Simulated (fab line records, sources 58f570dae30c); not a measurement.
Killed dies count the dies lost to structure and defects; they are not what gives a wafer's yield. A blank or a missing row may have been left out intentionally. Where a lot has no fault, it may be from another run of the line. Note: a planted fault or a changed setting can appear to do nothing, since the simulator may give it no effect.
The tool behind it: which one? / flow berkeleyCmos170 / Sampling: 14 lots, 42 wafers, 3 of 331 route steps

## WHAT EACH GAUGE READ, for each wafer
UCB170_M1_OVL_MEAS_10. Usual: M1_OVL typically reads 1 nm, with standard deviation 5.7.
lot=L857; measured=day 7 13:34; on=overlay-01; M1_OVL (nm)=2 -10 -3; flag=
lot=L861; measured=day 7 13:17; on=overlay-01; M1_OVL (nm)=-9 -1 -4; flag=
lot=L858; measured=day 7 13:00; on=overlay-02; M1_OVL (nm)=2 -6 5; flag=
lot=L862; measured=day 8 03:35; on=overlay-02; M1_OVL (nm)=4 -1 5; flag=
lot=L865; measured=day 9 05:41; on=overlay-02; M1_OVL (nm)=-5 -8 -4; flag=
lot=L868; measured=day 9 09:35; on=overlay-02; M1_OVL (nm)=-2 2 8; flag=
lot=L867; measured=day 9 09:01; on=overlay-02; M1_OVL (nm)=0 9 7; flag=
lot=L870; measured=day 9 15:31; on=overlay-02; M1_OVL (nm)=8 4 5; flag=
lot=L869; measured=day 10 10:26; on=overlay-01; M1_OVL (nm)=4 7 12; flag=
lot=L872; measured=day 10 05:21; on=overlay-02; M1_OVL (nm)=12 8 7; flag=
lot=L876; measured=day 10 22:29; on=overlay-01; M1_OVL (nm)=-10 -8 -1; flag=
lot=L875; measured=day 10 22:37; on=overlay-02; M1_OVL (nm)=-7 -4 -5; flag=
lot=L877; measured=day 11 01:14; on=overlay-02; M1_OVL (nm)=5 0 5; flag=
lot=L878; measured=day 11 00:58; on=overlay-02; M1_OVL (nm)=-1 -2 6; flag=

UCB170_V1_OVL_MEAS_13. Usual: V1_OVL typically reads 3 nm, with standard deviation 6.4.
lot=L857; measured=day 7 18:53; on=overlay-01; V1_OVL (nm)=10 6 15; flag=
lot=L861; measured=day 7 18:38; on=overlay-02; V1_OVL (nm)=2 0 1; flag=
lot=L858; measured=day 7 18:28; on=overlay-01; V1_OVL (nm)=10 2 7; flag=
lot=L862; measured=day 8 08:31; on=overlay-01; V1_OVL (nm)=1 4 -1; flag=
lot=L865; measured=day 9 12:07; on=overlay-02; V1_OVL (nm)=-4 -7 0; flag=
lot=L868; measured=day 9 14:47; on=overlay-01; V1_OVL (nm)=-13 -6 -7; flag=
lot=L867; measured=day 9 14:32; on=overlay-02; V1_OVL (nm)=-2 2 0; flag=
lot=L870; measured=day 9 22:18; on=overlay-01; V1_OVL (nm)=4 -2 6; flag=
lot=L869; measured=day 10 17:15; on=overlay-01; V1_OVL (nm)=9 11 0; flag=
lot=L872; measured=day 10 11:27; on=overlay-02; V1_OVL (nm)=-2 -1 5; flag=
lot=L876; measured=day 11 04:02; on=overlay-02; V1_OVL (nm)=4 2 1; flag=
lot=L875; measured=day 11 04:17; on=overlay-01; V1_OVL (nm)=-2 4 1; flag=
lot=L877; measured=day 11 08:13; on=overlay-02; V1_OVL (nm)=3 -3 -10; flag=
lot=L878; measured=day 11 08:20; on=overlay-01; V1_OVL (nm)=-4 7 0; flag=

## WHICH TOOL RAN EACH LOT (tool, then ch and the chambers of the sampled wafers, then the start)
lot=L857; UCB170_NSD_STRIP_09=plasmaAsher-01 ch 0,1, day 7 03:11
lot=L861; UCB170_NSD_STRIP_09=plasmaAsher-03 ch 0,1, day 7 03:18
lot=L858; UCB170_NSD_STRIP_09=plasmaAsher-01 ch 0,1, day 7 03:27
lot=L862; UCB170_NSD_STRIP_09=plasmaAsher-02 ch 0,1, day 7 15:57
lot=L865; UCB170_NSD_STRIP_09=plasmaAsher-02 ch 0,1, day 8 20:39
lot=L868; UCB170_NSD_STRIP_09=plasmaAsher-02 ch 0,1, day 8 21:37
lot=L867; UCB170_NSD_STRIP_09=plasmaAsher-01 ch 0,1, day 8 22:20
lot=L870; UCB170_NSD_STRIP_09=plasmaAsher-02 ch 0,1, day 9 05:46
lot=L869; UCB170_NSD_STRIP_09=plasmaAsher-01 ch 0,1, day 9 09:39
lot=L872; UCB170_NSD_STRIP_09=plasmaAsher-03 ch 0,1, day 9 18:35
lot=L876; UCB170_NSD_STRIP_09=plasmaAsher-01 ch 0, day 10 12:10
lot=L875; UCB170_NSD_STRIP_09=plasmaAsher-03 ch 0, day 10 12:19
lot=L877; UCB170_NSD_STRIP_09=plasmaAsher-01 ch 0,1, day 10 12:41
lot=L878; UCB170_NSD_STRIP_09=plasmaAsher-03 ch 0,1, day 10 12:48
- UCB170_NSD_STRIP_09: strips in O2.

## AS READ BY THE TOOLS THEMSELVES (means over the sampled wafers that have a number; for cases with no such wafer, the mark the record gives instead)
UCB170_NSD_STRIP_09. Usual: drypumpMotorCurrentA 5.7 A, standard deviation 0.38; oesProductAu 0.534 a.u., standard deviation 0.0045; stripTimeToEndpointS 35.82 s, standard deviation 0.06.
lot=L857; tool=plasmaAsher-01; drypumpMotorCurrentA (A)=6.2; oesProductAu (a.u.)=0.532; stripTimeToEndpointS (s)=35.84; flag=
lot=L861; tool=plasmaAsher-03; drypumpMotorCurrentA (A)=5.5; oesProductAu (a.u.)=0.539; stripTimeToEndpointS (s)=35.85; flag=
lot=L858; tool=plasmaAsher-01; drypumpMotorCurrentA (A)=6.2; oesProductAu (a.u.)=0.529; stripTimeToEndpointS (s)=35.78; flag=
lot=L862; tool=plasmaAsher-02; drypumpMotorCurrentA (A)=5.6; oesProductAu (a.u.)=0.535; stripTimeToEndpointS (s)=35.84; flag=
lot=L865; tool=plasmaAsher-02; drypumpMotorCurrentA (A)=5.6; oesProductAu (a.u.)=0.534; stripTimeToEndpointS (s)=35.80; flag=
lot=L868; tool=plasmaAsher-02; drypumpMotorCurrentA (A)=5.6; oesProductAu (a.u.)=0.580; stripTimeToEndpointS (s)=31.09; flag=OFF
lot=L867; tool=plasmaAsher-01; drypumpMotorCurrentA (A)=6.2; oesProductAu (a.u.)=0.537; stripTimeToEndpointS (s)=35.78; flag=
lot=L870; tool=plasmaAsher-02; drypumpMotorCurrentA (A)=5.4; oesProductAu (a.u.)=0.580; stripTimeToEndpointS (s)=31.02; flag=OFF
lot=L869; tool=plasmaAsher-01; drypumpMotorCurrentA (A)=6.2; oesProductAu (a.u.)=0.537; stripTimeToEndpointS (s)=35.77; flag=
lot=L872; tool=plasmaAsher-03; drypumpMotorCurrentA (A)=5.5; oesProductAu (a.u.)=0.531; stripTimeToEndpointS (s)=35.78; flag=
lot=L876; tool=plasmaAsher-01; drypumpMotorCurrentA (A)=6.3; oesProductAu (a.u.)=0.532; stripTimeToEndpointS (s)=35.80; flag=
lot=L875; tool=plasmaAsher-03; drypumpMotorCurrentA (A)=5.5; oesProductAu (a.u.)=0.536; stripTimeToEndpointS (s)=35.84; flag=
lot=L877; tool=plasmaAsher-01; drypumpMotorCurrentA (A)=6.0; oesProductAu (a.u.)=0.531; stripTimeToEndpointS (s)=35.93; flag=
lot=L878; tool=plasmaAsher-03; drypumpMotorCurrentA (A)=5.5; oesProductAu (a.u.)=0.534; stripTimeToEndpointS (s)=35.79; flag=

## THE ANSWER, worked out from the rows above alone
Rule: lot off if the mean of its wafers having a number is beyond 3 standard deviations from the usual mean. A lot without any number at a reading at which 4 lots or more have one is off too. All remaining lots with rows at the step are treated as sound. First the gauges in route order, then the tools' own readings, where a lot's mean is used as printed above. The first step at which some lot is off is used, and at that step the reading that is off furthest; a lot without a number counts as furthest.
Off: L868, L870, at UCB170_NSD_STRIP_09 (stripTimeToEndpointS).
A tool fits if, at that step or a process step before it, it ran every lot that is off, and no sound lot after the first of them. One fits: UCB170_NSD_STRIP_09 on plasmaAsher-02. A fault onset in the window from L865 (day 8 20:39, its last sound lot) to L868 (day 8 21:37, its first lot off) fits.
The tool's own readings at UCB170_NSD_STRIP_09 bear it out: on the lots that are off they differ by more than 5 times the standard deviation of the sound lots' means. oesProductAu reads 0.580 a.u. there against 0.534 a.u. on the sound lots; stripTimeToEndpointS reads 31.05 s there against 35.82 s on the sound lots.

## WHAT HAD BEEN PUT IN BY THE SIMULATOR
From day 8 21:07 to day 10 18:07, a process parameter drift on plasmaAsher-02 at UCB170_NSD_STRIP_09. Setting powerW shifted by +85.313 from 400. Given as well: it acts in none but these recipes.
Struck lots among those shown: L868, L870. Same finding as the rule above.
